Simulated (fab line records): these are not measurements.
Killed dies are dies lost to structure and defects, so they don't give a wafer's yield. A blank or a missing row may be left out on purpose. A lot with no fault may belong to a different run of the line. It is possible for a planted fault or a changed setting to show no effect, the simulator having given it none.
fab line records	flow berkeley-cmos170
record lots=14	wafers=42	last-day=12
route steps=331 shown PVT@123 GATE@138 CONTACT@217 V1@257
lots that met no fault: taken from a fault-free run of the same line
start-h: the number of hours between the record's first day and the start of the first shown wafer of the lot	wait-h: hours since the lot's step before	" unchanged from the row above	L1.1+2: one row covering several wafers at once	- no value, or no start given	* or withheld: withheld	< > ~ a bound
route shown NAME@n: NAME is a module with steps in the file, n the number in the route of the first one	usual: mean and standard deviation over wafers with no fault	same: alike in all rows	chamber/n: place in a boat	sites: each site's reading	_std_site: standard deviation of those values	_edge_site: outer sites' mean less inner sites'	radius-mm: for every site, how far away it sits from the centre of the wafer	mask NAME#n: copy n	behind: the most recent tool/chamber to have shaped the wafer	hold: the reason the lot was held/the length of the hold in hours/how it ended	device: the n, p or np transistor that did not switch	end of line: the tests these same wafers got at the end of their route	for a step that has no rows: nothing shown but its recipe	killed: the dies lost at the first sort to structure and to defects; this is not the yield of the wafer	map: a wafer's dies, x killed, . not, _ none there
set.NAME: the setting that was run; set.NAME@STEP: the one run at that earlier step	model.NAME: the simulator's own value behind a step, which no gauge read
a sample of lots followed through the steps of the route, with each step as a table and each wafer as a row
services: the hour from which a tool's chamber was out of use, counted from the record's first day as start-h (under 0 if before that day), plus the number of hours and why
## steps
# step UCB170_PVT_STRIP_08
# recipe chemistry=O2	power-w=400	pressure-mtorr=3500	platen-temp-c=withheld	o2-flow-sccm=400	overash-fraction=0.5
# usual drypump-motor-current-A=5.6/0.49	oes-product-au=0.734/0.0046	strip-time-to-endpoint-s=21.63/0.055
lot.wafer	tool	chamber	start-h	wait-h	drypump-motor-current-A	oes-product-au	rf-hours-counter-h	strip-time-to-endpoint-s
L121.1	plasma-asher-03	0	122.01	0.1	6.1	0.745	37	21.56
L121.2	"	1	"	"	5.7	0.734	37	21.55
L121.6	"	1	"	"	5.7	0.745	-	21.59
L122.1	plasma-asher-02	0	122.29	0.1	5.2	0.732	1	21.61
L122.2	"	1	"	"	6.3	0.745	1	21.67
L122.4	"	0	"	"	5.2	0.732	-	21.68
L123.1	plasma-asher-03	1	139.88	0.1	5.7	0.730	38	21.68
L123.3	"	1	"	"	5.7	0.736	-	21.70
L123.4	"	0	"	"	6.0	0.746	-	21.66
L124.4	plasma-asher-02	0	143.94	0.1	5.2	0.732	-	21.60
L124.5	"	0	"	"	5.2	0.726	-	21.58
L124.6	"	1	"	"	6.3	0.735	-	21.54
L125.1	plasma-asher-01	0	144.18	0.1	5.0	0.737	41	21.67
L125.4	"	0	"	"	5.0	0.731	-	21.71
L125.5	"	0	"	"	5.0	0.730	-	21.78
L126.1	plasma-asher-03	0	148.15	0.1	6.0	0.733	39	21.55
L126.4	"	0	"	"	6.0	0.733	-	21.59
L126.6	"	1	"	"	5.7	0.734	-	21.59
L128.4	plasma-asher-03	1	151.38	0.1	5.7	0.733	-	21.70
L128.5	"	0	"	"	6.1	0.741	-	21.68
L128.6	"	1	"	"	5.7	0.728	-	21.61
L127.1	plasma-asher-01	0	151.62	0.1	5.0	0.739	42	21.67
L127.3	"	0	"	"	5.0	0.738	-	21.65
L127.6	"	1	"	"	5.1	0.733	-	21.76
L133.2	plasma-asher-02	0	180.20	0.1	5.2	0.723	7	21.66
L133.4	"	1	"	"	6.3	0.728	-	21.65
L133.6	"	1	"	"	6.3	0.734	-	21.59
L136.1	plasma-asher-03	1	209.74	0.1	5.7	0.734	46	21.68
L136.2	"	0	"	"	6.1	0.731	46	21.65
L136.6	"	0	"	"	6.0	0.728	-	21.66
L142.3	plasma-asher-02	1	226.79	0.1	6.3	0.731	-	21.67
L142.5	"	1	"	"	6.3	0.738	-	21.65
L142.6	"	0	"	"	5.2	0.744	-	21.65
L141.3	plasma-asher-02	0	228.09	0.1	5.2	0.729	-	21.64
L141.5	"	0	"	"	5.2	0.732	-	21.73
L141.6	"	1	"	"	6.3	0.733	-	21.65
L144.1	plasma-asher-03	1	238.26	0.1	5.7	0.727	48	21.57
L144.3	"	1	"	"	5.7	0.740	-	21.60
L144.6	"	0	"	"	6.1	0.735	-	21.54
L143.2	plasma-asher-01	0	238.75	0.1	5.0	0.732	51	21.58
L143.3	"	0	"	"	5.0	0.733	-	21.61
L143.5	"	1	"	"	5.1	0.731	-	21.58
# step UCB170_GATE_CD_MEAS_12
# recipe target-cd-nm=350
# usual cd-nm=350.0/1.2
lot.wafer	tool	chamber	start-h	wait-h	cd-nm
L121.1	cd-sem-01	-	141.41	-	349.3
L121.2	"	-	"	"	349.9
L121.6	"	-	"	"	350.9
L122.1	cd-sem-02	-	141.65	-	351.2
L122.2	"	-	"	"	352.5
L122.4	"	-	"	"	352.5
L123.1	cd-sem-01	-	149.79	-	350.4
L123.3	"	-	"	"	349.2
L123.4	"	-	"	"	349.8
L125.1	cd-sem-02	-	153.78	-	351.3
L125.4	"	-	"	"	351.0
L125.5	"	-	"	"	349.8
L124.4	cd-sem-01	-	154.01	-	349.9
L124.5	"	-	"	"	348.8
L124.6	"	-	"	"	349.0
L126.1	cd-sem-01	-	160.53	-	350.4
L126.4	"	-	"	"	350.3
L126.6	"	-	"	"	349.9
L128.4	cd-sem-02	-	161.12	-	350.7
L128.5	"	-	"	"	349.6
L128.6	"	-	"	"	349.7
L127.1	cd-sem-01	-	161.33	-	350.3
L127.3	"	-	"	"	350.1
L127.6	"	-	"	"	350.0
L133.2	cd-sem-02	-	196.18	-	351.1
L133.4	"	-	"	"	351.4
L133.6	"	-	"	"	351.2
L136.1	cd-sem-01	-	222.69	-	348.5
L136.2	"	-	"	"	349.7
L136.6	"	-	"	"	350.7
L141.3	cd-sem-02	-	239.68	-	351.7
L141.5	"	-	"	"	352.1
L141.6	"	-	"	"	350.3
L142.3	cd-sem-02	-	239.80	-	351.3
L142.5	"	-	"	"	350.5
L142.6	"	-	"	"	352.9
L144.1	cd-sem-02	-	249.87	-	349.5
L144.3	"	-	"	"	349.3
L144.6	"	-	"	"	349.4
L143.2	cd-sem-01	-	250.23	-	350.3
L143.3	"	-	"	"	348.9
L143.5	"	-	"	"	350.3
# step UCB170_CONTACT_CVD_01
# recipe material=PSG	target-thk-nm=700	temp-c=450	precursor=SiH4/O2/PH3	time-s=2820	pressure-mtorr=300	sih4-flow-sccm=60	o2-flow-sccm=91.39	ph3-flow-sccm=25
# usual spike-tc-centre-C=452.5/1.3
lot.wafer	tool	chamber	start-h	wait-h	spike-tc-centre-C
L122.1	lpcvd-01	0	161.08	0.0	455.4
L122.2	"	0	"	"	454.5
L122.4	"	0	"	"	454.0
L121.1	lpcvd-02	0	162.60	1.2	450.8
L121.2	"	0	"	"	452.2
L121.6	"	0	"	"	451.7
L123.1	lpcvd-02	0	165.20	0.0	450.5
L123.3	"	0	"	"	452.3
L123.4	"	0	"	"	452.5
L125.1	lpcvd-01	0	169.84	0.0	453.1
L125.4	"	0	"	"	453.9
L125.5	"	0	"	"	453.7
L124.4	lpcvd-02	0	171.40	1.1	452.3
L124.5	"	0	"	"	452.9
L124.6	"	0	"	"	452.2
L128.4	lpcvd-01	1	173.25	0.0	449.8
L128.5	"	1	"	"	451.7
L128.6	"	1	"	"	451.5
L126.1	lpcvd-02	0	173.33	0.0	452.5
L126.4	"	0	"	"	452.1
L126.6	"	0	"	"	450.8
L127.1	lpcvd-02	1	177.05	0.4	452.5
L127.3	"	1	"	"	452.6
L127.6	"	1	"	"	453.3
L133.2	lpcvd-01	1	219.90	1.6	450.9
L133.4	"	1	"	"	448.6
L133.6	"	1	"	"	450.2
L133.2	lpcvd-01	1	221.85	0.2	450.9
L133.4	"	1	"	"	448.6
L133.6	"	1	"	"	451.0
L136.1	lpcvd-02	1	236.91	0.0	453.1
L136.2	"	1	"	"	452.3
L136.6	"	1	"	"	453.6
L136.1	lpcvd-01	1	240.29	1.6	450.0
L136.2	"	1	"	"	450.4
L136.6	"	1	"	"	451.7
L142.3	lpcvd-02	0	258.14	0.0	451.6
L142.5	"	0	"	"	452.9
L142.6	"	0	"	"	452.6
L141.3	lpcvd-01	1	259.49	1.1	451.7
L141.5	"	1	"	"	448.9
L141.6	"	1	"	"	450.1
L143.2	lpcvd-01	0	271.72	1.0	452.1
L143.3	"	0	"	"	452.4
L143.5	"	0	"	"	454.4
L144.1	lpcvd-01	0	271.72	1.0	452.4
L144.3	"	0	"	"	453.0
L144.6	"	0	"	"	454.7
# step UCB170_CONTACT_THK_MEAS_02
# recipe reads=PSG_of_CONTACT_CVD_01
# usual CONTACT_PSG_THK=706/7
lot.wafer	tool	chamber	start-h	wait-h	CONTACT_PSG_THK[nm]
L122.1	film-metro-03	-	162.87	0.0	709
L122.2	"	-	"	"	713
L122.4	"	-	"	"	707
L121.1	film-metro-03	-	164.38	0.0	706
L121.2	"	-	"	"	702
L121.6	"	-	"	"	704
L123.1	film-metro-03	-	166.98	0.0	703
L123.3	"	-	"	"	701
L123.4	"	-	"	"	705
L125.1	film-metro-03	-	171.62	0.0	704
L125.4	"	-	"	"	706
L125.5	"	-	"	"	711
L124.4	film-metro-03	-	173.21	0.0	691
L124.5	"	-	"	"	692
L124.6	"	-	"	"	693
L128.4	film-metro-02	-	175.07	0.0	714
L128.5	"	-	"	"	712
L128.6	"	-	"	"	716
L126.1	film-metro-04	-	175.11	0.0	704
L126.4	"	-	"	"	706
L126.6	"	-	"	"	703
L127.1	film-metro-02	-	178.83	0.0	707
L127.3	"	-	"	"	712
L127.6	"	-	"	"	709
L133.2	film-metro-03	-	223.64	0.0	1414
L133.4	"	-	"	"	1401
L133.6	"	-	"	"	1424
L136.1	film-metro-03	-	242.07	0.0	1429
L136.2	"	-	"	"	1422
L136.6	"	-	"	"	1429
L142.3	film-metro-02	-	259.94	0.0	707
L142.5	"	-	"	"	701
L142.6	"	-	"	"	705
L141.3	film-metro-02	-	261.29	0.0	709
L141.5	"	-	"	"	708
L141.6	"	-	"	"	706
L144.1	film-metro-04	-	273.50	0.0	702
L144.3	"	-	"	"	708
L144.6	"	-	"	"	707
L143.2	film-metro-02	-	273.51	0.0	720
L143.3	"	-	"	"	724
L143.5	"	-	"	"	724
# step UCB170_CONTACT_ETCH_18
# recipe chemistry=CHF3/CF4/Ar	target=PSG	stop-on=TiSi2	CHF3_flow_sccm=45	cf4-flow-sccm=15	Ar_flow_sccm=150	pressure-mtorr=200	rf-w=700	target-depth-a=8400	over-etch-frac=0.2	time-s=195
# usual drypump-motor-current-A=5.7/0.43	oes-product-au=0.896/0.014	throttle-valve-pct=6.94/0.081
lot.wafer	tool	chamber	start-h	wait-h	drypump-motor-current-A	oes-product-au	rf-hours-counter-h	throttle-valve-pct
L122.1	rie-diel-01	3	-	-	5.4	0.897	36	6.89
L122.2	"	0	"	"	6.2	0.926	152	6.90
L122.4	"	2	"	"	5.9	0.886	76	6.98
L121.1	rie-diel-02	3	-	-	5.5	0.894	3	7.06
L121.2	"	1	"	"	6.0	0.867	136	6.76
L121.6	"	3	"	"	5.5	0.903	-	7.03
L123.1	rie-diel-03	1	-	-	4.7	0.875	124	7.04
L123.3	"	0	"	"	5.5	0.913	141	6.89
L123.4	"	2	"	"	5.8	0.895	114	7.00
L125.1	rie-diel-03	3	-	-	6.2	0.887	18	6.86
L125.4	"	1	"	"	4.7	0.888	124	7.03
L125.5	"	0	"	"	5.5	0.916	-	6.91
L124.4	rie-diel-02	3	-	-	5.6	0.887	4	7.06
L124.5	"	3	"	"	5.5	0.890	-	7.04
L124.6	"	0	"	"	5.3	0.886	-	6.94
L128.4	rie-diel-02	1	-	-	6.0	0.892	137	6.78
L128.5	"	2	"	"	6.1	0.902	-	6.87
L128.6	"	1	"	"	6.0	0.883	-	6.76
L126.1	rie-diel-01	1	-	-	6.1	0.924	36	7.03
L126.4	"	2	"	"	5.9	0.884	-	6.97
L126.6	"	1	"	"	6.1	0.915	-	7.05
L127.1	rie-diel-01	1	-	-	6.1	0.918	37	7.03
L127.3	"	2	"	"	6.0	0.882	77	6.99
L127.6	"	2	"	"	5.9	0.898	-	6.98
L133.2	rie-diel-03	0	-	-	5.5	1.029	144	6.89
L133.4	"	2	"	"	5.7	0.996	-	6.96
L133.6	"	0	"	"	5.5	1.026	-	6.90
L136.1	rie-diel-03	3	-	-	6.2	0.998	21	6.86
L136.2	"	1	"	"	4.7	0.983	128	7.04
L136.6	"	2	"	"	5.7	0.986	-	6.97
L142.3	rie-diel-01	0	-	-	6.2	0.906	3	6.90
L142.5	"	0	"	"	6.2	0.897	-	6.89
L142.6	"	1	"	"	6.1	0.923	-	7.03
L141.3	rie-diel-02	2	-	-	6.1	0.900	66	6.86
L141.5	"	0	"	"	5.3	0.905	-	6.93
L141.6	"	3	"	"	5.5	0.903	-	7.05
L144.1	rie-diel-03	3	-	-	6.2	0.888	23	6.87
L144.3	"	0	"	"	5.5	0.873	1	6.90
L144.6	"	3	"	"	6.2	0.888	-	6.84
L143.2	rie-diel-02	1	-	-	6.0	0.899	0	6.76
L143.3	"	3	"	"	5.5	0.920	9	7.06
L143.5	"	0	"	"	5.3	0.909	-	6.95
# step UCB170_V1_BOW_MEAS_03
# recipe mode=bow
# usual V1_BOW=19/6.8
lot.wafer	tool	chamber	start-h	wait-h	V1_BOW[um]
L121.1	film-metro-02	-	171.28	0.2	20
L121.2	"	-	"	"	22
L121.6	"	-	"	"	26
L122.1	film-metro-03	-	171.28	0.1	15
L122.2	"	-	"	"	14
L122.4	"	-	"	"	13
L123.1	film-metro-03	-	180.53	0.1	7
L123.3	"	-	"	"	22
L123.4	"	-	"	"	26
L125.1	film-metro-02	-	180.53	0.2	12
L125.4	"	-	"	"	21
L125.5	"	-	"	"	27
L124.4	film-metro-01	-	180.89	0.3	12
L124.5	"	-	"	"	11
L124.6	"	-	"	"	4
L126.1	film-metro-01	-	184.46	0.2	25
L126.4	"	-	"	"	17
L126.6	"	-	"	"	22
L128.4	film-metro-03	-	184.52	0.3	18
L128.5	"	-	"	"	19
L128.6	"	-	"	"	22
L127.1	film-metro-01	-	193.06	0.2	17
L127.3	"	-	"	"	13
L127.6	"	-	"	"	16
L142.3	film-metro-01	-	272.25	0.2	29
L142.5	"	-	"	"	19
L142.6	"	-	"	"	24
L141.3	film-metro-01	-	272.85	0.2	27
L141.5	"	-	"	"	33
L141.6	"	-	"	"	2
L144.1	film-metro-01	-	283.14	0.2	21
L144.3	"	-	"	"	18
L144.6	"	-	"	"	24
L143.2	film-metro-02	-	283.76	0.3	14
L143.3	"	-	"	"	27
L143.5	"	-	"	"	22
## services
tool	chamber	start-h	hours	kind
plasma-asher-01	-	101.67	28.1	pm
plasma-asher-02	-	108.75	9.0	pm
plasma-asher-02	0	108.75	9.0	vent-cycle
plasma-asher-02	1	108.75	9.0	vent-cycle
plasma-asher-02	0	117.75	-	clean
plasma-asher-02	1	117.75	-	clean
rie-diel-03	0	130.88	4.4	repair
plasma-asher-03	-	162.56	2.8	pm
rie-diel-01	0	171.49	-	clean
rie-diel-01	0	171.49	24.8	scheduled-down
rie-diel-01	0	171.49	24.8	vent-cycle
rie-diel-02	-	179.25	1.1	repair
rie-diel-01	1	181.77	15.1	repair
lpcvd-01	-	192.25	1.3	repair
plasma-asher-02	-	199.08	1.6	repair
rie-diel-02	1	207.25	9.3	repair
rie-diel-03	0	212.82	9.5	repair
rie-diel-03	3	220.51	4.3	repair
rie-diel-03	0	224.81	-	clean
rie-diel-02	1	245.64	-	clean
rie-diel-02	1	245.64	22.1	scheduled-down
rie-diel-02	1	245.64	22.1	vent-cycle
rie-diel-03	0	272.96	3.9	repair
## key
first-sign step=UCB170_CONTACT_CVD_01	reading=visit	direction=added
effect step=UCB170_CONTACT_THK_MEAS_02	reading=CONTACT_PSG_THK	direction=up	sigmas=99+	usual=706	struck=1420
effect step=UCB170_CONTACT_ETCH_18	reading=oes-product-au	direction=up	sigmas=7.6	usual=0.896	struck=1.003
met-at UCB170_CONTACT_CVD_01
struck-lots L133,L136
later-rows-left-out L133.2,L133.4,L133.6,L136.1,L136.2,L136.6
sort-left-out L133.2,L133.4,L133.6,L136.1,L136.2,L136.6
tester-left-out L133,L136
not-acting-at UCB170_PVT_STRIP_08,UCB170_GATE_CD_MEAS_12,UCB170_V1_BOW_MEAS_03
fault kind=repeated-step-whole	tool=lpcvd-01,lpcvd-02	chamber=-	onset-h=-	steps=UCB170_CONTACT_CVD_01	times=1	scope=struck-lots-only
# tester-left-out: of these lots the tester's yield and bins aren't shown, on N5 and GAA mostly nor the transistor test; their killed dies are dies lost to structure and defects alone, not to doping, threshold or leakage, so they don't give the yield
# sort-left-out: the simulated sort isn't trusted on such a fault, so these wafers' sort isn't shown, and their yield isn't known
# later-rows-left-out: the simulator's readings of these wafers behind a module that went badly wrong aren't trusted and aren't shown, but for the sort
